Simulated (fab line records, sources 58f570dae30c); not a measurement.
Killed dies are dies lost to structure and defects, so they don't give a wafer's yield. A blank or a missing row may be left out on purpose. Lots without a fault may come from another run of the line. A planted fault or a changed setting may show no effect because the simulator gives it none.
Tool commonality check | flow berkeley_cmos170 | 14 lots, 42 wafers sampled

WHY IT WAS OPENED
At UCB170_V2_THK_MEAS_04 the reading V2_POLISHED_THK is flagged on 2 of 14 lots. Wafers without a fault read 999.9 nm, standard deviation 1.1.
Rule: a lot is flagged when every wafer of it that has a number lies more than 4 standard deviations from that mean, or none has a number. The other lots count as sound.

lot  | measured     | on            | V2_POLISHED_THK (nm), wafer by wafer | flag
L839 | day 7 08:37  | film_metro-04 | 1000.1 999.6 999.5                   |
L843 | day 8 08:23  | film_metro-01 | 1000.5 999.3 999.0                   |
L846 | day 8 08:40  | film_metro-02 | 999.3 999.9 999.4                    |
L845 | day 8 08:55  | film_metro-01 | 999.2 999.8 1000.0                   |
L844 | day 8 09:14  | film_metro-02 | 999.3 999.5 999.8                    |
L847 | day 9 03:48  | film_metro-04 | 1000.5 1001.6 1000.2                 |
L848 | day 9 07:58  | film_metro-02 | 998.8 999.1 1000.7                   |
L849 | day 9 20:37  | film_metro-02 | 999.5 1001.1 998.2                   |
L850 | day 9 22:01  | film_metro-02 | 1075.9 1075.2 1075.3                 | FLAGGED
L851 | day 10 06:27 | film_metro-01 | 999.6 998.6 998.4                    |
L852 | day 10 07:11 | film_metro-02 | 1076.0 1075.7 1074.4                 | FLAGGED
L853 | day 10 18:31 | film_metro-02 | 999.7 999.2 1001.5                   |
L855 | day 11 06:02 | film_metro-02 | 999.9 1000.5 999.2                   |
L859 | day 11 15:28 | film_metro-04 | 998.3 1000.6 1000.2                  |
The numbers of the flagged lots are 1075.4 nm on average: +75.5 nm against the usual, or +69 standard deviations.

WHICH TOOL RAN EACH LOT
The record holds 2 process steps before the reading, out of a route of 331 steps. In each cell: the tool, then ch and the chambers that the sampled wafers went through, then the start.
lot  | flag    | UCB170_M2_METAL_ETCH_18           | UCB170_V2_CMP_02
L839 |         | rie_metal-02 ch 0,1, day 7 07:31  | cmp-02 ch 0,1,3, day 7 08:17
L843 |         | rie_metal-02 ch 0,1, day 8 07:20  | cmp-02 ch 0,1,3, day 8 08:01
L846 |         | rie_metal-03 ch 0,1, day 8 07:40  | cmp-01 ch 0,2,3, day 8 08:20
L845 |         | rie_metal-04 ch 0,1, day 8 07:53  | cmp-02 ch 1,2,3, day 8 08:30
L844 |         | rie_metal-02 ch 0,1, day 8 08:11  | cmp-01 ch 0,1,2, day 8 08:49
L847 |         | rie_metal-03 ch 0,1, day 9 02:45  | cmp-02 ch 1,2,3, day 9 03:26
L848 |         | rie_metal-04 ch 0,1, day 9 06:57  | cmp-01 ch 1,2,3, day 9 07:37
L849 |         | rie_metal-03 ch 0,1, day 9 19:32  | cmp-02 ch 0,1,3, day 9 20:17
L850 | FLAGGED | rie_metal-02 ch 0,1, day 9 20:51  | cmp-02 ch 0,1,2, day 9 21:36
L851 |         | rie_metal-03 ch 0,1, day 10 05:24 | cmp-01 ch 1,2, day 10 06:04
L852 | FLAGGED | rie_metal-02 ch 0,1, day 10 06:05 | cmp-02 ch 0,2,3, day 10 06:52
L853 |         | rie_metal-04 ch 0,1, day 10 17:28 | cmp-01 ch 1,2,3, day 10 18:05
L855 |         | rie_metal-04 ch 0,1, day 11 05:00 | cmp-01 ch 0,1, day 11 05:40
L859 |         | rie_metal-04 ch 0,1, day 11 14:25 | cmp-01 ch 1,2,3, day 11 15:08
What these steps do:
- UCB170_M2_METAL_ETCH_18: etches Al in Cl2/BCl3, stops on SiO2, target depth 1170 nm, time 195 s.
- UCB170_V2_CMP_02: polishes SiO2.
- UCB170_V2_THK_MEAS_04

FLAGGED OVER TOTAL, TOOL BY TOOL (the gauges that took the reading come last)
step                    | tool          | lots run | flagged | share of the flagged lots | sound lots run after its first flagged lot
UCB170_M2_METAL_ETCH_18 | rie_metal-02  | 5        | 2       | all                       | 0
UCB170_M2_METAL_ETCH_18 | rie_metal-03  | 4        | 0       | none                      | -
UCB170_M2_METAL_ETCH_18 | rie_metal-04  | 5        | 0       | none                      | -
UCB170_V2_CMP_02        | cmp-01        | 7        | 0       | none                      | -
UCB170_V2_CMP_02        | cmp-02        | 7        | 2       | all                       | 0
UCB170_V2_THK_MEAS_04   | film_metro-01 | 3        | 0       | none                      | -
UCB170_V2_THK_MEAS_04   | film_metro-02 | 8        | 2       | all                       | 2 (L853,L855)
UCB170_V2_THK_MEAS_04   | film_metro-04 | 3        | 0       | none                      | -

WHAT THE TABLE ALLOWS
3 rows of the table ran every flagged lot: rie_metal-02 at UCB170_M2_METAL_ETCH_18, cmp-02 at UCB170_V2_CMP_02, film_metro-02 at UCB170_V2_THK_MEAS_04.
- rie_metal-02 at UCB170_M2_METAL_ETCH_18: 2 of its 5 lots flagged. Its last sound lot is L844 (day 8 08:11), its first flagged lot L850 (day 9 20:51): a fault that began between those two fits.
- cmp-02 at UCB170_V2_CMP_02: 2 of its 7 lots flagged. Its last sound lot is L849 (day 9 20:17), its first flagged lot L850 (day 9 21:36): a fault that began between those two fits.
- film_metro-02 at UCB170_V2_THK_MEAS_04: 2 of its 8 lots flagged. Sound lots ran on it after the first flagged one (L853, L855), which a lasting fault on the whole tool wouldn't allow.
Counting lots can't tell these 2 tools apart, because each fits a fault that began at some hour. More lots, or a look at what each step does to the wafer, might.

WHAT THE SIMULATOR HAD PUT IN
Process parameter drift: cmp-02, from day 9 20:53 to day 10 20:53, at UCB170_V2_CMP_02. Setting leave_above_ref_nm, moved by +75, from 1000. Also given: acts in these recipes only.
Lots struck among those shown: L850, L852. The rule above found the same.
